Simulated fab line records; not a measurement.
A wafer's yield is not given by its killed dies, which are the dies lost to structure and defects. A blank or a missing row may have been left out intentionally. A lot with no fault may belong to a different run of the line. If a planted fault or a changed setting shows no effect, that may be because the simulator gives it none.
What tool caused it? ; flow berkeley cmos170 ; 42 wafers from 14 lots sampled at 6 of the route's 331 steps

## WHAT EACH GAUGE READ, for each wafer
UCB170_SDANNEAL_RS_MEAS_02: uses a four-point probe to measure.
lot;measured;on;PSD_RS (ohm/sq)
L854;day 7 07:16;film metro-03;75.5 75.1 75.3
L853;day 7 07:50;film metro-02;75.8 75.9 75.8
L857;day 7 20:54;film metro-03;75.4 75.9 75.9
L859;day 8 08:40;film metro-01;75.6 75.6 75.6
L861;day 8 21:10;film metro-02;75.2 75.1 75.1
L863;day 9 07:28;film metro-01;75.1 74.8 75.4
L862;day 9 07:38;film metro-03;75.6 75.5 75.7
L866;day 9 08:07;film metro-03;75.4 75.5 75.6
L868;day 9 22:07;film metro-03;75.4 75.0 75.1
L871;day 9 22:56;film metro-03;75.2 75.2 75.1
L870;day 9 23:11;film metro-01;75.4 75.9 75.7
L875;day 10 21:03;film metro-03;75.0 75.2 75.0
L873;day 10 21:32;film metro-03;75.5 75.5 75.7
L874;day 11 02:01;film metro-03;75.7 75.6 75.6

UCB170_M2_RS_MEAS_02: uses a four-point probe to measure.
lot;measured;on;M2_AL_RS (ohm/sq)
L854;day 7 21:22;film metro-01;0.03233 0.03211 0.03235
L853;day 8 01:43;film metro-02;0.03249 0.03226 0.03197
L857;day 8 13:55;film metro-01;0.03242 0.03186 0.03237
L859;day 9 03:49;film metro-02;0.03242 0.03258 0.0324
L861;day 9 16:12;film metro-04;0.03264 0.0325 0.03283
L863;day 9 23:18;film metro-04;0.01616 0.01638 0.01628
L862;day 9 22:49;film metro-04;0.03206 0.03208 0.03199
L866;day 9 23:22;film metro-04;0.01593 0.01594 0.016
L868;day 10 15:47;film metro-02;0.03271 0.03223 0.03285
L871;day 10 20:25;film metro-02;0.03242 0.03234 0.03226
L870;day 10 20:02;film metro-04;0.03191 0.03203 0.03234
L875;day 11 12:07;film metro-01;0.03245 0.03248 0.03262
L873;day 11 12:25;film metro-01;0.03265 0.03234 0.03265
L874;day 11 19:57;film metro-04;0.03263 0.03284 0.03276

UCB170_M2_THK_MEAS_03: measures by xrf.
lot;measured;on;M2_AL_THK (nm)
L854;day 7 21:29;film metro-01;911 918 909
L853;day 8 01:50;film metro-02;896 906 911
L857;day 8 14:02;film metro-01;908 921 905
L859;day 9 03:56;film metro-02;899 896 901
L861;day 9 16:19;film metro-04;892 900 887
L863;day 9 23:25;film metro-04;1793 1772 1783
L862;day 9 22:56;film metro-04;908 908 913
L866;day 9 23:29;film metro-04;1821 1810 1813
L868;day 10 15:55;film metro-02;895 898 889
L871;day 10 20:31;film metro-02;905 898 912
L870;day 10 20:10;film metro-04;919 908 906
L875;day 11 12:14;film metro-01;910 904 901
L873;day 11 12:32;film metro-01;904 912 910
L874;day 11 20:04;film metro-04;889 886 891

UCB170_V2_THK_MEAS_01.
lot;measured;on;V2_TEOS_THK (nm)
L854;day 8 00:04;film metro-02;2011 2024 2020
L853;day 8 06:10;film metro-03;1985 1995 1946
L857;day 8 17:10;film metro-04;1997 1960 2001
L859;day 9 07:51;film metro-04;2035 2017 2047
L861;day 9 22:17;film metro-04;1999 2000 2028
L862;day 10 01:44;film metro-03;1978 2011 2045
L868;day 10 19:05;film metro-03;2014 2026 2051
L871;day 10 22:55;film metro-04;1993 2021 2021
L870;day 10 22:35;film metro-02;2007 2042 1996
L875;day 11 14:47;film metro-03;1972 2012 2010
L873;day 11 15:08;film metro-03;1979 1993 2024
L874;day 11 23:37;film metro-02;1978 1986 2031

## WHAT TOOL EACH LOT RAN ON (gives the tool, then ch and the chambers of the sampled wafers, and finally the start)
lot;UCB170_M2_SPUTTER_01;UCB170_M2_METAL_ETCH_18
L854;pvd sputter-01, day 7 21:17;rie metal-04 ch 0,1, day 7 23:31
L853;pvd sputter-04, day 8 01:38;rie metal-01 ch 0,1, day 8 05:37
L857;pvd sputter-04, day 8 13:49;rie metal-01 ch 0,1, day 8 16:37
L859;pvd sputter-03, day 9 03:44;rie metal-01 ch 1, day 9 06:58
L861;pvd sputter-04, day 9 16:07;rie metal-03 ch 0, day 9 21:32
L863;pvd sputter-04, day 9 22:52;rie metal-03 ch 0,1, day 10 01:31
L862;pvd sputter-01, day 9 22:41;rie metal-01 ch 0,1, day 10 01:10
L866;pvd sputter-01, day 9 23:02;rie metal-04 ch 0,1, day 10 01:40
L868;pvd sputter-04, day 10 15:43;rie metal-03 ch 0,1, day 10 18:32
L871;pvd sputter-01, day 10 20:19;rie metal-04 ch 0,1, day 10 22:20
L870;pvd sputter-04, day 10 19:57;rie metal-03 ch 0,1, day 10 22:01
L875;pvd sputter-03, day 11 12:02;rie metal-04 ch 0,1, day 11 14:13
L873;pvd sputter-04, day 11 12:19;rie metal-03 ch 0,1, day 11 14:34
L874;pvd sputter-03, day 11 19:52;rie metal-04 ch 0,1, day 11 23:04
- UCB170_M2_SPUTTER_01: material Al, target thk 900 nm, time 120 s.
- UCB170_M2_METAL_ETCH_18: etches Al in Cl2/BCl3, stops on SiO2, target depth 1170 nm, time 195 s.

## AS READ BY THE TOOLS THEMSELVES (means over the sampled wafers that have a number; for cases with no such wafer, the mark the record gives instead)
UCB170_M2_SPUTTER_01.
lot;tool;throttle valve pct (%)
L854;pvd sputter-01;31.0
L853;pvd sputter-04;30.0
L857;pvd sputter-04;30.7
L859;pvd sputter-03;29.0
L861;pvd sputter-04;29.3
L863;pvd sputter-04;29.2
L862;pvd sputter-01;31.4
L866;pvd sputter-01;30.9
L868;pvd sputter-04;30.1
L871;pvd sputter-01;30.5
L870;pvd sputter-04;29.3
L875;pvd sputter-03;29.6
L873;pvd sputter-04;30.6
L874;pvd sputter-03;29.3

UCB170_M2_METAL_ETCH_18.
lot;tool;bcl3 flow sccm (sccm);drypump motor current A (A);oes product au (a.u.);rf fwd power W (W);throttle valve pct (%)
L854;rie metal-04;45.06;6.1;0.856;599.3;24.25
L853;rie metal-01;45.16;5.9;0.833;597.4;24.42
L857;rie metal-01;45.10;5.9;0.831;598.4;24.43
L859;rie metal-01;44.96;6.0;0.834;597.5;24.21
L861;rie metal-03;45.00;5.2;0.865;593.0;24.27
L863;rie metal-03;44.87;6.1;0.982;598.7;24.40
L862;rie metal-01;45.02;5.9;0.834;599.2;24.31
L866;rie metal-04;45.08;6.3;1.008;598.2;24.19
L868;rie metal-03;45.14;6.1;0.831;595.0;24.47
L871;rie metal-04;44.87;6.0;0.857;598.0;24.25
L870;rie metal-03;45.02;5.7;0.858;598.4;24.37
L875;rie metal-04;45.02;6.0;0.853;598.8;24.25
L873;rie metal-03;45.00;6.1;0.834;596.2;24.47
L874;rie metal-04;45.19;6.2;0.850;598.2;24.25

## THE ANSWER, worked out from the rows above alone
Rule: what is usual is taken from the lots themselves. Put in order of their means at a reading, lots are off if they are a third of the lots or fewer, leave a main group of 4 or more, and stand apart from it by a gap of 3 or more times the standard deviation of the main group's means; of several such gaps the widest counts. Not used: any main group whose means are identical at the precision the tables above print for the reading. Also off: a lot with no number at a reading for which 4 or more lots have one. Where the step has rows for the other lots, those lots are counted as sound. Order of review: gauges by route order, followed by the tools' own readings, for which a lot's mean as printed above is used. At the first step where some lot is off, the reading lying furthest off is the one used; lots without a number count as furthest.
Off: at UCB170_M2_RS_MEAS_02 (M2_AL_RS), L863, L866. The main group: mean 0.03239 ohm/sq, standard deviation 0.00022.
A tool fits if, at a process step before that reading, it ran every lot that is off, and no sound lot after the first of them. The gauges at UCB170_M2_RS_MEAS_02 aren't tried: what is off there is off at UCB170_M2_METAL_ETCH_18 too, on other tools, and a gauge's error can't cause that. Of those tried, none fits.

## WHAT WAS PUT IN BY THE SIMULATOR
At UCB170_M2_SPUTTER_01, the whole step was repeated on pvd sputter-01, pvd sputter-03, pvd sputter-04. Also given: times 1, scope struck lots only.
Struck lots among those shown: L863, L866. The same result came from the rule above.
